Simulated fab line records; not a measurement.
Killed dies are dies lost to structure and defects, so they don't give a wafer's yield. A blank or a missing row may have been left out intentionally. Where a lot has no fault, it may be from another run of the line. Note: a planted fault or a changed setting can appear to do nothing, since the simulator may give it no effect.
Comparing a struck lot with a sound one / flow ritCmos / 44 steps out of a route of 202
Sound: these wafers, L841.1, L841.3, L841.5. Wafers struck: L861.1, L861.2, L861.5. The cause is named last.
Per side, at each step with rows, come the tool, then ch with its chambers, and then its first start. Under that, the readings that differ: sound wafers / struck wafers / difference of the means / sigmas: that difference in standard deviations of wafers without a fault.
alike: a reading whose means differ by less than 2 such deviations, as well as words and numbers matching on both sides. not compared: withheld readings; readings where some wafer has no value; bounds like >300 that might hide an equal value; numbers whose values overlap and for which the record gives no deviation.
A row with sigmas, a row that says differs or no value, or rows on one side alone: a step with any of these is where the two part. Non-overlapping numbers with no deviation appear without sigmas and do not part them. A reading that every wafer of one side lacks parts them only if that side has two wafers or more.

first, 4 steps without rows for these wafers: RIT_PLDD_SOFTBAKE_02 (time 60 s); RIT_PLDD_EXPOSE_03 (exposes mask M8, target cd 40900 nm); RIT_PLDD_PEB_04; RIT_PLDD_DEVELOP_05 (develop time 50 s).
RIT_PLDD_OVL_MEAS_06:
  struck on overlay-01, day 7 01:58; sound on overlay-01, day 2 21:09
  alike: PLDD_OVL
then, 2 steps without rows for these wafers: RIT_PLDD_HARDBAKE_07 (time 60 s); RIT_PLDD_IMPLANT_08.
RIT_PLDD_STRIP_09: strips in O2, time 180 s.
  sound on plasmaAsher-02 ch 0,1, day 2 21:29; struck on plasmaAsher-02 ch 0,1, day 7 02:17
  alike: drypumpMotorCurrentA
  not compared: rfHoursCounterH
RIT_PLDD_TW_MEAS_10:
  struck on filmMetro-02, day 7 02:28; sound on filmMetro-03, day 2 21:40
reading=PLDD_TW; sound=2305 2322 2326; struck=2353 2366 2363; difference=+43; sigmas=+2
then, 3 steps without rows for these wafers: RIT_SPACER_CLEAN_00 (cleans in SC1, time 600 s); RIT_SPACER_CLEAN_01 (cleans in dHF, time 30 s); RIT_SPACER_CLEAN_02 (cleans in SC2, time 600 s).
RIT_SPACER_CVD_03: deposits Si3N4 from SiH2Cl2/NH3, target thk 250 nm, time 3300 s.
  sound on lpcvd-02 ch 1, day 2 22:05; struck on lpcvd-02 ch 0, day 7 02:53
reading=model.Si3N4_of_SPACER_CVD_03.thkNm (nm); sound=245.4 247.9 245.7; struck=271.2 270 270.9; difference=+24.4; sigmas=
  alike: nh3FlowSccm
RIT_SPACER_THK_MEAS_04:
  struck on filmMetro-02, day 7 04:49; sound on filmMetro-02, day 3 00:01
reading=SPACER_NITRIDE_THK (nm); sound=245.4 247.7 245.7; struck=271.1 270.0 271.0; difference=+24.4; sigmas=+12
RIT_SPACER_ETCHBACK_05: etches Si3N4 in SF6/CHF3, stops on SiO2, target depth 250 nm, time 240 s.
  sound on rieDiel-02 ch 2,3, day 3 00:04; struck on rieDiel-01 ch 0,2,3, day 7 04:52
reading=oesProductAu (a.u.); sound=0.834 0.831 0.831; struck=0.884 0.880 0.922; difference=+0.063; sigmas=+5
reading=model.etch.depthNm (nm); sound=245.4 247.9 245.7; struck=271.2 270 270.9; difference=+24.4; sigmas=
  alike: SF6_flow_sccm, drypumpMotorCurrentA, throttleValvePct
  not compared: rfHoursCounterH
then, 6 steps without rows for these wafers: RIT_NSD_HMDS_00 (prime time 60 s); RIT_NSD_COAT_01 (resist thk 1000 nm); RIT_NSD_SOFTBAKE_02 (time 60 s); RIT_NSD_EXPOSE_03 (exposes mask M9, target cd 40700 nm); RIT_NSD_PEB_04; RIT_NSD_DEVELOP_05 (develop time 50 s).
RIT_NSD_OVL_MEAS_06:
  struck on overlay-02, day 7 06:00; sound on overlay-01, day 3 01:04
reading=NSD_OVL (nm); sound=1.2 1.5 0.5; struck=-0.9 -1.5 -3.0; difference=-2.9; sigmas=-3
then, 2 steps without rows for these wafers: RIT_NSD_HARDBAKE_07 (time 60 s); RIT_NSD_IMPLANT_08.
RIT_NSD_STRIP_09: strips in O2, time 180 s.
  sound on plasmaAsher-04 ch 1, day 3 01:31; struck on plasmaAsher-04 ch 0,1, day 7 06:20
  alike: drypumpMotorCurrentA
  not compared: rfHoursCounterH
RIT_NSD_TW_MEAS_10:
  struck on filmMetro-03, day 7 06:31; sound on filmMetro-03, day 3 01:41
  alike: NSD_TW
then, 6 steps without rows for these wafers: RIT_PSD_HMDS_00 (prime time 60 s); RIT_PSD_COAT_01 (resist thk 1000 nm); RIT_PSD_SOFTBAKE_02 (time 60 s); RIT_PSD_EXPOSE_03 (exposes mask M10, target cd 40900 nm); RIT_PSD_PEB_04; RIT_PSD_DEVELOP_05 (develop time 50 s).
RIT_PSD_OVL_MEAS_06:
  struck on overlay-01, day 7 07:25; sound on overlay-02, day 3 02:36
  alike: PSD_OVL
then, 2 steps without rows for these wafers: RIT_PSD_HARDBAKE_07 (time 60 s); RIT_PSD_IMPLANT_08.
RIT_PSD_STRIP_09: strips in O2, time 180 s.
  sound on plasmaAsher-01 ch 0,1, day 3 02:56; struck on plasmaAsher-01 ch 0,1, day 7 07:45
  alike: drypumpMotorCurrentA
  not compared: rfHoursCounterH
RIT_PSD_TW_MEAS_10:
  struck on filmMetro-02, day 7 07:56; sound on filmMetro-01, day 3 03:07
  alike: PSD_TW
then, 3 steps without rows for these wafers: RIT_SDANNEAL_CLEAN_00 (cleans in SC1, time 600 s); RIT_SDANNEAL_CLEAN_01 (cleans in dHF, time 30 s); RIT_SDANNEAL_CLEAN_02 (cleans in SC2, time 600 s).
RIT_SDANNEAL_RTA_03: time 5 s.
  sound on rtpAnneal-01 ch 0, day 3 03:32; struck on rtpAnneal-01 ch 0, day 7 08:22
  alike: wafer_temp_C_max
RIT_SDANNEAL_RS_MEAS_04: measures by four-point-probe.
  struck on filmMetro-02, day 7 08:26; sound on filmMetro-02, day 3 03:36
  alike: PSD_RS
RIT_SILICIDE_WET_ETCH_00: etches SiO2 in BOE, target depth 14 nm, time 15 s.
  sound on wetBench-04 ch 3, day 3 04:05; struck on wetBench-03 ch 3, day 7 08:55
reading=model.Si3N4_of_SPACER_CVD_03.thkNm (nm); sound=191.8 193.6 191.2; struck=214.3 209.9 211; difference=+19.5; sigmas=
RIT_M1_PROBE_99:
  the record holds rows for the sound wafers here (prober-01, day 3 11:02) but none for the struck ones

== WHERE THEY PART ==
First at RIT_PLDD_TW_MEAS_10; last, within this record, at RIT_M1_PROBE_99.

WHY: the cause the simulator had injected
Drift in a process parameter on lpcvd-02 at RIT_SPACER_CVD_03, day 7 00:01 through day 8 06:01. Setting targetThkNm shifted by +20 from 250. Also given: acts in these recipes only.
